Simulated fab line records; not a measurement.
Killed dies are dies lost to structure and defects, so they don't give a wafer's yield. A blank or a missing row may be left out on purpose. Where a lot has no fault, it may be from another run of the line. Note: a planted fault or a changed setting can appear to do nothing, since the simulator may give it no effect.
Comparing a struck lot with a sound one | flow rit_cmos | 18 steps out of a route of 202
Sound: these wafers, L955.2, L955.4, L955.5. The struck wafers were L957.2, L957.3, L957.5. The cause is named last.
At each step with rows: each side's tool, then ch and its chambers, then its first start. Under that, the readings that differ: sound wafers | struck wafers | difference of the means | sigmas: that difference in standard deviations of wafers without a fault.
alike: readings with means less than 2 such deviations apart, plus words and numbers identical on both sides. not compared: withheld readings, readings lacking a value on some wafer, bounds such as >300 that could conceal the same value, and numbers that have no deviation in the record and whose values overlap.
Wherever a step has rows on one side only, a row that says differs or no value, or a row with sigmas, the two part there. Numbers that have no deviation but don't overlap get no sigmas and don't part them. Lack of a reading on every wafer of one side parts them only where that side has two or more wafers.

first, 1 step without rows for these wafers: RIT_GATE_HARDBAKE_18 (time 60 s).
RIT_GATE_ETCH_19: etches poly-Si in SF6/CHF3/O2, stops on SiO2, time 165 s, target depth 312.5 nm.
  sound on rie_si-01 ch 0,1,3, day 3 20:20; struck on rie_si-01 ch 0,3, day 4 05:32
  alike: drypump_motor_current_A, oes_product_au, throttle_valve_pct
  not compared: rf_hours_counter_h
RIT_GATE_STRIP_20: strips in O2, time 180 s.
  sound on plasma_asher-03 ch 0,1, day 3 20:27; struck on plasma_asher-03 ch 0,1, day 4 05:38
  alike: drypump_motor_current_A
  not compared: rf_hours_counter_h
RIT_GATE_CD_MEAS_90: the cd target is 150 nm.
  struck on cd_sem-02, day 4 05:50; sound on cd_sem-01, day 3 20:38
  reading    | sound             | struck            | difference | sigmas
  cd_nm (nm) | 151.9 150.7 148.8 | 143.2 142.3 144.9 | -7.0       | -3
then, 4 steps without rows for these wafers: RIT_REOX_CLEAN_00 (cleans in SC1, time 600 s); RIT_REOX_CLEAN_01 (cleans in dHF, time 30 s); RIT_REOX_CLEAN_02 (cleans in SC2, time 600 s); RIT_REOX_OXIDATION_03 (target thk 25.2 nm, ox time 5580 s).
RIT_REOX_THK_MEAS_04:
  struck on film_metro-04, day 4 09:48; sound on film_metro-02, day 3 23:40
  alike: REOX_OXIDE_THK
then, 3 steps without rows for these wafers: RIT_NLDD_HMDS_00 (prime time 60 s); RIT_NLDD_COAT_01 (resist thk 1000 nm); RIT_NLDD_SOFTBAKE_02 (time 60 s).
RIT_NLDD_EXPOSE_03: exposes mask M7, target cd 40700 nm.
  sound on iline_stepper-02 ch 0, day 4 00:11; struck on iline_stepper-02 ch 0, day 4 10:19
  reading                      | sound             | struck               | difference | sigmas
  model.NLDD.overlay_x_nm (nm) | 1.007 1.007 1.007 | -300.2 -300.2 -300.2 | -301.2     |
  alike: mask
then, 2 steps without rows for these wafers: RIT_NLDD_PEB_04; RIT_NLDD_DEVELOP_05 (develop time 50 s).
RIT_NLDD_OVL_MEAS_06:
  struck on overlay-02, day 4 10:43; sound on overlay-01, day 4 00:35
  reading       | sound       | struck               | difference | sigmas
  NLDD_OVL (nm) | 5.3 4.9 5.3 | -298.5 -299.6 -297.9 | -303.8     | -99 or more
then, 1 step without rows for these wafers: RIT_NLDD_HARDBAKE_07 (time 60 s).
RIT_M1_PROBE_99:
  struck on prober-02, day 5 02:29; sound on prober-02, day 4 17:35
  reading                        | sound           | struck          | difference | sigmas
  killed_short                   | 5 4 11          | 3 1 3           | -4         | -2
  model.etest.nldd.width_nm (nm) | 3182 3184 3185  | 2955 2969 2970  | -219       |
  model.etest.nldd.line_ohm_um   | 121.5 119 121.7 | 126.3 127.6 124 | +5.2       |
  alike: killed_at_M0_to_M3, killed_at_contacts, killed_at_front_end, killed_dies, killed_on_rim, killed_open

## WHERE THEY PART
At RIT_GATE_CD_MEAS_90 first; at RIT_M1_PROBE_99 last (within this record only).

WHY: what the simulator had put in
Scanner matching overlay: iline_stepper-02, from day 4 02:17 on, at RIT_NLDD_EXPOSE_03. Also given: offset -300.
